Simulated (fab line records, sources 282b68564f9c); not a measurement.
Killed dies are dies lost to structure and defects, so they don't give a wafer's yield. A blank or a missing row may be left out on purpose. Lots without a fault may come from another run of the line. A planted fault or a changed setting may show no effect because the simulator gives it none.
fab line records | flow rit_cmos
record lots=14 wafers=42 last_day=8
route steps=202 shown PRETRO@73 GATE@81 NLDD@109 SILICIDE@164
lots that met no fault: from a run of the same line without faults
start_h: hours from the record's first day to the start of the lot's first wafer shown | wait_h: hours since the lot's step before | " the same as in the row above | L1.1+2: a row that stands for several wafers | - no value, or no start given | * or withheld: withheld | < > ~ a bound
route shown NAME@n: a module of which the file shows steps, and the number in the route of the first | usual: mean/standard deviation of fault-free wafers | same: alike in all rows | chamber/n: place in a boat | sites: the reading at each site | _std_site: their standard deviation | _edge_site: outer sites' mean less inner sites' | radius_mm: how far each site lies from the wafer's centre | mask NAME#n: copy n | behind: the tool/chamber that last shaped the wafer | hold: why the lot was held/for how many hours/how that ended | device: the transistor (n, p or np) that didn't switch | end of line: the same wafers' tests at the end of the route | a step without rows: its recipe alone | killed: dies lost to structure and defects at the first sort, not the wafer's yield | map: a wafer's dies, x killed, . not, _ none there
set.NAME: the setting as run; set.NAME@STEP: as run at that earlier step | model.NAME: the simulator's own value behind a step, which no gauge read
steps of the route over a sample of lots; a table a step, a row a wafer
services: from which hour (start_h, from the record's first day; less than 0 if before it) a tool's chamber was out of use, for how many hours, and why
## steps
# step RIT_PRETRO_STRIP_09
# recipe chemistry=O2 time_s=180 resist=NOVOLAK platen_temp_c=withheld power_w=500 pressure_mtorr=4000 o2_flow_sccm=4000
# usual drypump_motor_current_A=5.7/0.58
# same time_s=180
# columns lot.wafer tool chamber start_h wait_h drypump_motor_current_A rf_hours_counter_h
L345.1 plasma_asher-04 0 42.57 0.1 5.1 42
L345.3 " 1 " " 6.1 -
L345.4 " 0 " " 5.1 -
L346.3 plasma_asher-01 1 45.14 0.1 6.4 -
L346.5 " 1 " " 6.4 -
L346.6 " 0 " " 5.1 -
L349.1 plasma_asher-02 0 61.64 0.1 6.1 39
L349.3 " 0 " " 6.0 -
L349.5 " 0 " " 6.0 -
L350.3 plasma_asher-01 0 65.52 0.1 5.1 -
L350.4 " 1 " " 6.4 -
L350.6 " 1 " " 6.4 -
L351.1 plasma_asher-02 1 76.18 0.1 6.1 41
L351.2 " 0 " " 6.1 41
L351.3 " 1 " " 6.1 -
L352.1 plasma_asher-04 0 80.24 0.1 5.1 46
L352.5 " 0 " " 5.1 -
L352.6 " 1 " " 6.1 -
L353.1 plasma_asher-04 0 84.01 0.1 5.1 46
L353.2 " 1 " " 6.2 46
L353.5 " 1 " " 6.2 -
L355.2 plasma_asher-02 1 92.11 0.1 6.1 43
L355.3 " 1 " " 6.1 -
L355.6 " 0 " " 6.1 -
L356.3 plasma_asher-01 0 93.36 0.1 5.1 -
L356.4 " 1 " " 6.4 -
L356.5 " 1 " " 6.4 -
L357.2 plasma_asher-04 1 98.74 0.1 6.2 47
L357.3 " 0 " " 5.1 -
L357.5 " 0 " " 5.1 -
L358.3 plasma_asher-04 0 107.40 0.1 5.1 -
L358.4 " 1 " " 6.2 -
L358.6 " 1 " " 6.2 -
L360.1 plasma_asher-04 0 116.38 0.1 5.1 50
L360.4 " 1 " " 6.2 -
L360.5 " 0 " " 5.1 -
L361.2 plasma_asher-04 0 124.58 0.1 5.1 51
L361.3 " 0 " " 5.1 -
L361.6 " 1 " " 6.1 -
L366.2 plasma_asher-04 1 152.56 0.1 6.2 54
L366.3 " 1 " " 6.1 -
L366.5 " 1 " " 6.2 -
# step RIT_GATE_OXIDATION_05
# recipe temp_c=893.1 ambient=O2 target_thk_a=30 ox_time_s=270
# usual ox_temp_c_max=897.9/1.6 spike_tc_load_C=919.6/2.7 zone_power_centre_pct=42.9/2
# columns lot.wafer tool chamber start_h wait_h ox_temp_c_max spike_tc_load_C zone_power_centre_pct
L345.1 furnace-01 0 44.20 1.0 896.5 922.9 39.7
L345.3 " 0 " " 896.9 922.6 39.6
L345.4 " 0 " " 896.7 924.9 39.8
L346.3 furnace-01 0 46.84 1.1 898.2 923.2 39.1
L346.5 " 0 " " 898.1 922.1 39.6
L346.6 " 0 " " 897.2 923.5 39.9
L349.1 furnace-01 0 65.64 3.3 898.4 922.8 39.4
L349.3 " 0 " " 897.7 922.0 40.0
L349.5 " 0 " " 896.5 924.1 39.9
L350.3 furnace-03 0 66.76 0.6 897.1 920.7 43.9
L350.4 " 0 " " 896.6 919.4 45.0
L350.6 " 0 " " 895.7 920.3 45.0
L351.1 furnace-03 0 78.45 1.6 897.0 921.2 44.4
L351.2 " 0 " " 896.5 919.5 44.9
L351.3 " 0 " " 896.4 921.1 44.3
L352.1 furnace-04 0 80.99 0.1 899.8 918.7 43.5
L352.5 " 0 " " 900.2 916.8 42.6
L352.6 " 0 " " 900.9 917.8 43.2
L353.1 furnace-01 0 84.74 0.1 897.6 922.6 39.8
L353.2 " 0 " " 896.4 922.8 39.9
L353.5 " 0 " " 897.2 924.5 40.1
L355.2 furnace-03 0 93.83 1.0 896.9 919.4 44.8
L355.3 " 0 " " 897.7 921.5 44.4
L355.6 " 0 " " 896.4 918.5 44.5
L356.3 furnace-03 0 94.91 0.9 897.5 920.1 45.2
L356.4 " 0 " " 896.7 921.9 45.2
L356.5 " 0 " " 896.9 921.1 44.5
L357.2 furnace-03 0 101.88 2.5 895.8 920.3 43.9
L357.3 " 0 " " 896.5 920.3 44.2
L357.5 " 0 " " 896.2 916.7 45.4
L358.3 furnace-04 0 109.91 1.9 900.4 917.6 42.5
L358.4 " 0 " " 902.0 916.2 43.9
L358.6 " 0 " " 900.4 917.5 42.9
L360.1 furnace-03 0 117.34 0.3 896.4 918.3 45.0
L360.4 " 0 " " 897.1 919.6 43.9
L360.5 " 0 " " 896.9 920.9 44.4
L361.2 furnace-01 0 127.42 2.2 897.7 923.9 39.8
L361.3 " 0 " " 898.0 923.5 39.4
L361.6 " 0 " " 896.9 924.6 39.7
L366.2 furnace-04 0 156.33 3.1 897.4 917.8 42.9
L366.3 " 0 " " 901.4 917.3 43.0
L366.5 " 0 " " 898.6 915.3 42.6
# step RIT_GATE_THK_MEAS_07
# recipe reads=SiO2_of_GATE_OXIDATION_05
# usual GATE_OXIDE_THK=2.77/0.053
# columns lot.wafer tool chamber start_h wait_h GATE_OXIDE_THK[nm]
L345.1 film_metro-01 - 46.84 0.0 2.75
L345.3 " - " " 2.72
L345.4 " - " " 2.81
L346.3 film_metro-03 - 48.18 0.0 2.82
L346.5 " - " " 2.85
L346.6 " - " " 2.82
L349.1 film_metro-01 - 68.08 0.0 2.81
L349.3 " - " " 2.80
L349.5 " - " " 2.80
L350.3 film_metro-04 - 68.35 0.0 2.71
L350.4 " - " " 2.70
L350.6 " - " " 2.74
L351.1 film_metro-01 - 80.91 0.0 2.73
L351.2 " - " " 2.75
L351.3 " - " " 2.78
L352.1 film_metro-03 - 83.02 0.0 2.82
L352.5 " - " " 2.77
L352.6 " - " " 2.85
L353.1 film_metro-03 - 88.98 0.0 2.76
L353.2 " - " " 2.74
L353.5 " - " " 2.75
L355.2 film_metro-03 - 95.65 0.0 2.80
L355.3 " - " " 2.82
L355.6 " - " " 2.78
L356.3 film_metro-03 - 97.22 0.0 2.75
L356.4 " - " " 2.74
L356.5 " - " " 2.84
L357.2 film_metro-01 - 106.79 0.0 3.71
L357.3 " - " " 3.74
L357.5 " - " " 3.79
L358.3 film_metro-03 - 113.45 0.0 2.82
L358.4 " - " " 2.84
L358.6 " - " " 2.85
L360.1 film_metro-04 - 118.66 0.0 3.69
L360.4 " - " " 3.71
L360.5 " - " " 3.69
L361.2 film_metro-03 - 131.12 0.0 2.77
L361.3 " - " " 2.69
L361.6 " - " " 2.71
L366.2 film_metro-04 - 160.23 0.0 2.70
L366.3 " - " " 2.72
L366.5 " - " " 2.81
# step RIT_NLDD_OVL_MEAS_06
# usual NLDD_OVL=0.3/1.4
# columns lot.wafer tool chamber start_h wait_h NLDD_OVL[nm]
L345.1 overlay-01 - 56.68 - 1.1
L345.3 " - " " 0.7
L345.4 " - " " 0.9
L346.3 overlay-02 - 56.87 - 0.3
L346.5 " - " " 0.2
L346.6 " - " " -0.8
L349.1 overlay-01 - 76.86 - 1.4
L349.3 " - " " 2.4
L349.5 " - " " 1.7
L350.3 overlay-02 - 76.99 - 0.0
L350.4 " - " " 0.6
L350.6 " - " " -0.3
L351.1 overlay-02 - 91.42 - -0.3
L351.2 " - " " -1.7
L351.3 " - " " -1.4
L352.1 overlay-02 - 93.55 - -0.4
L352.5 " - " " -0.5
L352.6 " - " " -0.9
L353.1 overlay-01 - 98.32 - -0.9
L353.2 " - " " -0.4
L353.5 " - " " 1.1
L355.2 overlay-02 - 107.57 - 1.8
L355.3 " - " " -0.3
L355.6 " - " " -1.6
L356.3 overlay-01 - 107.82 - 2.0
L356.4 " - " " 2.2
L356.5 " - " " 2.5
L357.2 overlay-01 - 116.81 - 1.6
L357.3 " - " " -0.2
L357.5 " - " " 2.8
L358.3 overlay-01 - 125.91 - 1.2
L358.4 " - " " 1.5
L358.6 " - " " 0.6
L360.1 overlay-01 - 128.33 - 1.6
L360.4 " - " " 1.0
L360.5 " - " " 1.0
L361.2 overlay-01 - 146.68 - 1.0
L361.3 " - " " 0.2
L361.6 " - " " -1.2
L366.2 overlay-02 - 169.52 - -1.0
L366.3 " - " " -2.1
L366.5 " - " " -1.0
# step RIT_SILICIDE_THK_MEAS_03
# recipe thk_meas_gauge=xrf reads=Ti_of_SILICIDE_SPUTTER_01
# usual SILICIDE_TI_THK=29.42/0.28
# columns lot.wafer tool chamber start_h wait_h SILICIDE_TI_THK[nm]
L346.3 film_metro-04 - 65.84 0.1 29.32
L346.5 " - " " 29.65
L346.6 " - " " 29.36
L345.1 film_metro-04 - 66.56 0.1 29.39
L345.3 " - " " 29.13
L345.4 " - " " 29.49
L349.1 film_metro-04 - 86.98 0.1 29.79
L349.3 " - " " 29.94
L349.5 " - " " 29.73
L350.3 film_metro-01 - 87.21 0.1 29.83
L350.4 " - " " 29.59
L350.6 " - " " 29.59
L351.1 film_metro-03 - 102.78 0.1 29.59
L351.2 " - " " 29.52
L351.3 " - " " 29.84
L352.1 film_metro-04 - 105.60 0.1 29.28
L352.5 " - " " 29.23
L352.6 " - " " 29.22
L353.1 film_metro-04 - 108.57 0.1 29.38
L353.2 " - " " 29.51
L353.5 " - " " 29.25
L355.2 film_metro-03 - 119.38 0.1 29.48
L355.3 " - " " 29.11
L355.6 " - " " 29.05
L356.3 film_metro-03 - 119.86 0.1 29.31
L356.4 " - " " 29.31
L356.5 " - " " 29.00
L357.2 film_metro-04 - 131.19 0.1 29.54
L357.3 " - " " 29.44
L357.5 " - " " 29.25
L358.3 film_metro-04 - 137.66 0.1 29.27
L358.4 " - " " 29.34
L358.6 " - " " 29.92
L360.1 film_metro-04 - 143.91 0.1 29.59
L360.4 " - " " 29.42
L360.5 " - " " 29.53
L361.2 film_metro-04 - 155.74 0.1 29.39
L361.3 " - " " 29.22
L361.6 " - " " 29.19
L366.2 film_metro-03 - 178.20 0.1 29.56
L366.3 " - " " 29.14
L366.5 " - " " 29.05
## services
# columns tool chamber start_h hours kind
plasma_asher-02 - 34.74 1.7 repair
plasma_asher-01 - 38.09 5.4 repair
plasma_asher-02 - 68.80 1.6 repair
furnace-04 - 97.41 6.8 pm
plasma_asher-01 - 100.24 14.6 pm
plasma_asher-02 - 108.75 9.0 pm
plasma_asher-02 0 108.75 9.0 vent_cycle
plasma_asher-02 1 108.75 9.0 vent_cycle
plasma_asher-02 0 117.75 - clean
plasma_asher-02 1 117.75 - clean
furnace-03 - 138.93 3.1 pm
furnace-01 - 143.87 16.0 pm
## key
first_sign step=RIT_GATE_THK_MEAS_07 reading=GATE_OXIDE_THK direction=up sigmas=18 usual=2.77 struck=3.72
effect none on later readings
met_at RIT_GATE_OXIDATION_05
struck_lots L357,L360
tester_left_out L357,L360
not_acting_at RIT_PRETRO_STRIP_09,RIT_NLDD_OVL_MEAS_06,RIT_SILICIDE_THK_MEAS_03
onset_between 94.91 101.88
fault kind=process_parameter_drift tool=furnace-03 chamber=- onset_h=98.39 steps=RIT_GATE_OXIDATION_05 channel=ox_time_s offset=* shape=step end_h=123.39 acts_in=* stated=*
# tester_left_out: of these lots the tester's yield and bins aren't shown, on N5 and GAA mostly nor the transistor test; their killed dies are dies lost to structure and defects alone, not to doping, threshold or leakage, so they don't give the yield
